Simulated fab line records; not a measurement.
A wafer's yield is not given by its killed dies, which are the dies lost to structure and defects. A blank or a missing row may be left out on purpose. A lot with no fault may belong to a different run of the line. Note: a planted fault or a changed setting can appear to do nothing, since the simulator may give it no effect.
A single fault, viewed from 2 desks / flow ritCmos / every desk sees just its own numbers, and what lay behind them comes last

AT THE METROLOGY DESK
What the gauges read for every lot (on any tool): the sampled wafers with a number, averaged. Any lot whose mean is over 4 standard deviations away from the usual mean is out of limits and marked OUT; that distance is given in the brackets.
Columns: A = NWELL_RS at RIT_WELLDRIVE_RS_MEAS_01, usual 275.6 ohm/sq; B = PWELL_RS at RIT_WELLDRIVE_RS_MEAS_02, usual 430.1 ohm/sq
lot=L854; first seen here=day 2 10:40; A=275.8; B=428.5
lot=L855; first seen here=day 2 15:44; A=274.8; B=431.1
lot=L856; first seen here=day 3 01:18; A=275.6; B=429.9
lot=L859; first seen here=day 3 15:49; A=274.7; B=430.0
lot=L862; first seen here=day 4 06:29; A=275.6; B=429.0
lot=L863; first seen here=day 4 10:11; A=261.3 (-21) OUT; B=414.3 (-13) OUT
lot=L867; first seen here=day 5 07:40; A=261.8 (-20) OUT; B=414.9 (-13) OUT
lot=L868; first seen here=day 5 10:29; A=275.2; B=429.4
lot=L869; first seen here=day 5 13:47; A=275.5; B=430.9
lot=L871; first seen here=day 6 05:57; A=275.3; B=430.1
lot=L872; first seen here=day 6 13:38; A=275.7; B=428.8
lot=L874; first seen here=day 7 00:51; A=275.1; B=430.2
lot=L875; first seen here=day 7 07:14; A=276.0; B=430.1
lot=L876; first seen here=day 7 12:19; A=276.2; B=429.2
Finding of this desk: L863, L867 out of limits, first seen on L863 at day 4 10:11 (NWELL_RS at RIT_WELLDRIVE_RS_MEAS_01). L854, L855, L856, L859, L862, L868, L869, L871, L872, L874, L875, L876 stayed within limits.

FOR THE TOOL OWNER'S DESK: furnace-03
The tool's own readings at RIT_WELLDRIVE_ANNEAL_00 (time 14700 s): means of the sampled wafers that have a number, for each lot that ran on this tool. Any lot whose mean is over 4 standard deviations away from the usual mean is out of limits and marked OUT; that distance is given in the brackets.
Columns: A = runLengthS at RIT_WELLDRIVE_ANNEAL_00, usual 18264 s
lot=L856; first seen here=day 2 20:11; A=18272
lot=L859; first seen here=day 3 10:41; A=18275
lot=L863; first seen here=day 4 05:03; A=23414 (+99 or more) OUT
lot=L867; first seen here=day 5 02:33; A=23418 (+99 or more) OUT
This desk finds L863, L867 out of limits, L863 being first, at day 4 05:03 (runLengthS at RIT_WELLDRIVE_ANNEAL_00). L856, L859 stayed within limits.

BROUGHT TOGETHER
An alarm could have come from the tool owner's desk at day 4 05:03, on L863, L867.
The metrology desk could have raised an alarm at day 4 10:11, on L863, L867.
Every lot named ran RIT_WELLDRIVE_ANNEAL_00 on furnace-03.

WHAT THE SIMULATOR HAD PUT IN
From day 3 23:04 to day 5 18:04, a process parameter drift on furnace-03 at RIT_WELLDRIVE_ANNEAL_00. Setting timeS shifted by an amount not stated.
Shown lots that were struck: L863, L867.
Counting hours from when the fault started, the first reading out of limits came at 6 for the tool owner's desk and at 11 for the metrology desk.
